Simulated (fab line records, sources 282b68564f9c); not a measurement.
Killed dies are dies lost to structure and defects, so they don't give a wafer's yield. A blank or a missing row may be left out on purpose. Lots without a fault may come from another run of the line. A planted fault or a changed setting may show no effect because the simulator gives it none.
Which tool did it? | flow rit_cmos | 13 lots, 39 wafers sampled, at 3 steps of a route of 202

WHAT THE GAUGES READ, wafer by wafer
RIT_ACTIVE_THK_MEAS_04. Usual: ACTIVE_NITRIDE_THK 150.0 nm, standard deviation 1.3.
lot  | measured    | on            | ACTIVE_NITRIDE_THK (nm) | flag
L178 | day 1 13:34 | film_metro-01 | 150.1 150.8 149.4       |
L183 | day 2 20:50 | film_metro-01 | 149.4 149.3 148.7       |
L184 | day 2 20:50 | film_metro-04 | 150.0 148.8 150.5       |
L185 | day 3 01:00 | film_metro-03 | 150.9 149.5 150.5       |
L186 | day 3 06:27 | film_metro-01 | 148.5 149.1 148.7       |
L187 | day 3 11:48 | film_metro-01 | 147.7 146.9 148.3       |
L188 | day 3 16:40 | film_metro-03 | 151.5 151.6 151.4       |
L190 | day 4 01:53 | film_metro-03 | 149.0 149.6 148.8       |
L193 | day 4 18:09 | film_metro-03 | 151.4 150.6 150.3       |
L196 | day 5 07:32 | film_metro-04 | 149.5 149.6 150.8       |
L197 | day 5 12:33 | film_metro-01 | 151.0 150.3 150.8       |
L199 | day 5 22:32 | film_metro-04 | 149.9 149.9 150.5       |
L200 | day 6 03:32 | film_metro-01 | 154.7 153.2 153.0       |

RIT_M1_CD_MEAS_90: target cd 2600 nm. Usual: cd_nm 2600 nm, standard deviation 3.1.
lot  | measured    | on        | cd_nm (nm)     | flag
L178 | day 3 18:08 | cd_sem-02 | 2599 2604 2599 |
L183 | day 4 18:08 | cd_sem-01 | 2598 2596 2594 |
L184 | day 4 18:31 | cd_sem-01 | 2599 2596 2601 |
L185 | day 4 20:17 | cd_sem-01 | 2598 2595 2599 |
L186 | day 5 07:18 | cd_sem-01 | 2600 2603 2603 |
L187 | day 5 12:35 | cd_sem-01 | 2598 2599 2603 |
L188 | day 5 12:52 | cd_sem-01 | 2599 2597 2599 |
L190 | day 6 03:22 | cd_sem-02 | 2596 2600 2604 |
L193 | day 6 17:17 | cd_sem-02 | 2603 2601 2554 | OFF
L196 | day 7 09:41 | cd_sem-01 | 2600 2599 2601 |
L197 | day 7 14:38 | cd_sem-02 | 2602 2599 2599 |
L199 | day 8 06:46 | cd_sem-01 | 2603 2600 2598 |
L200 | day 8 15:57 | cd_sem-01 | 2604 2597 2594 |

WHICH TOOL RAN EACH LOT (tool, then ch and the chambers of the sampled wafers, then the start)
lot  | RIT_M1_METAL_ETCH_12
L178 | rie_metal-02 ch 0,1, day 3 17:37
L183 | rie_metal-02 ch 0,1, day 4 17:38
L184 | rie_metal-04 ch 0,1, day 4 17:59
L185 | rie_metal-02 ch 0,1, day 4 19:47
L186 | rie_metal-01 ch 0,1, day 5 06:48
L187 | rie_metal-04 ch 0,1, day 5 12:02
L188 | rie_metal-02 ch 0,1, day 5 12:20
L190 | rie_metal-04 ch 0,1, day 6 02:38
L193 | rie_metal-02 ch 0,1, day 6 16:44
L196 | rie_metal-01 ch 0,1, day 7 09:01
L197 | rie_metal-04 ch 0,1, day 7 13:56
L199 | rie_metal-01 ch 0,1, day 8 06:15
L200 | rie_metal-04 ch 0,1, day 8 15:26
- RIT_M1_METAL_ETCH_12: etches Al in Cl2/BCl3, stops on SiO2, time 165 s, target depth 600 nm.

WHAT THE TOOLS THEMSELVES READ (means of the sampled wafers that have a number; where no wafer has one, the mark that the record gives instead)
RIT_M1_METAL_ETCH_12. Usual: drypump_motor_current_A 5.5 A, standard deviation 0.46; oes_product_au 0.781 a.u., standard deviation 0.01; rf_fwd_power_W 249.1 W, standard deviation 0.71; throttle_valve_pct 8.27 %, standard deviation 0.12.
lot  | tool         | drypump_motor_current_A (A) | oes_product_au (a.u.) | rf_fwd_power_W (W) | throttle_valve_pct (%) | flag
L178 | rie_metal-02 | 5.7                         | 0.781                 | 248.9              | 8.24                   |
L183 | rie_metal-02 | 5.7                         | 0.777                 | 250.0              | 8.35                   |
L184 | rie_metal-04 | 4.8                         | 0.795                 | 249.3              | 8.21                   |
L185 | rie_metal-02 | 5.7                         | 0.764                 | 249.1              | 8.24                   |
L186 | rie_metal-01 | 5.9                         | 0.788                 | 248.9              | 8.29                   |
L187 | rie_metal-04 | 4.8                         | 0.786                 | 248.8              | 8.18                   |
L188 | rie_metal-02 | 5.7                         | 0.778                 | 248.3              | 8.36                   |
L190 | rie_metal-04 | 4.9                         | 0.787                 | 249.9              | 8.17                   |
L193 | rie_metal-02 | 5.7                         | 0.779                 | 307.7              | 8.24                   | OFF
L196 | rie_metal-01 | 5.9                         | 0.777                 | 248.6              | 8.28                   |
L197 | rie_metal-04 | 4.8                         | 0.764                 | 249.7              | 8.19                   |
L199 | rie_metal-01 | 5.9                         | 0.772                 | 248.8              | 8.29                   |
L200 | rie_metal-04 | 4.9                         | 0.773                 | 248.7              | 8.19                   |

THE ANSWER, worked out from the rows above alone
Rule: a lot is off if the mean of its wafers that have a number lies more than 3 standard deviations from the usual mean. A lot without any number at a reading at which 4 lots or more have one is off too. The other lots that the step has rows for count as sound. The gauges are gone through in route order, then the tools' own readings, and for those a lot's mean is taken as printed above. The first step at which some lot is off is used, and at that step the reading that is off furthest; a lot without a number counts as furthest.
Off: L193, at RIT_M1_CD_MEAS_90 (cd_nm).
A tool fits if, at a process step before that reading, it ran every lot that is off, and no sound lot after the first of them. The gauges at RIT_M1_CD_MEAS_90 aren't tried: what is off there is off at RIT_M1_METAL_ETCH_12 too, on other tools, and a gauge's error can't cause that. One fits: rie_metal-02 at RIT_M1_METAL_ETCH_12. Its last sound lot is L188 (day 5 12:20), its first lot that is off L193 (day 6 16:44): a fault that began between those two fits.
The tool's own readings at RIT_M1_METAL_ETCH_12 bear it out: on the lots that are off they differ by more than 5 times the standard deviation of the sound lots' means. rf_fwd_power_W reads 307.7 W there against 249.1 W on the sound lots.

WHAT THE SIMULATOR HAD PUT IN
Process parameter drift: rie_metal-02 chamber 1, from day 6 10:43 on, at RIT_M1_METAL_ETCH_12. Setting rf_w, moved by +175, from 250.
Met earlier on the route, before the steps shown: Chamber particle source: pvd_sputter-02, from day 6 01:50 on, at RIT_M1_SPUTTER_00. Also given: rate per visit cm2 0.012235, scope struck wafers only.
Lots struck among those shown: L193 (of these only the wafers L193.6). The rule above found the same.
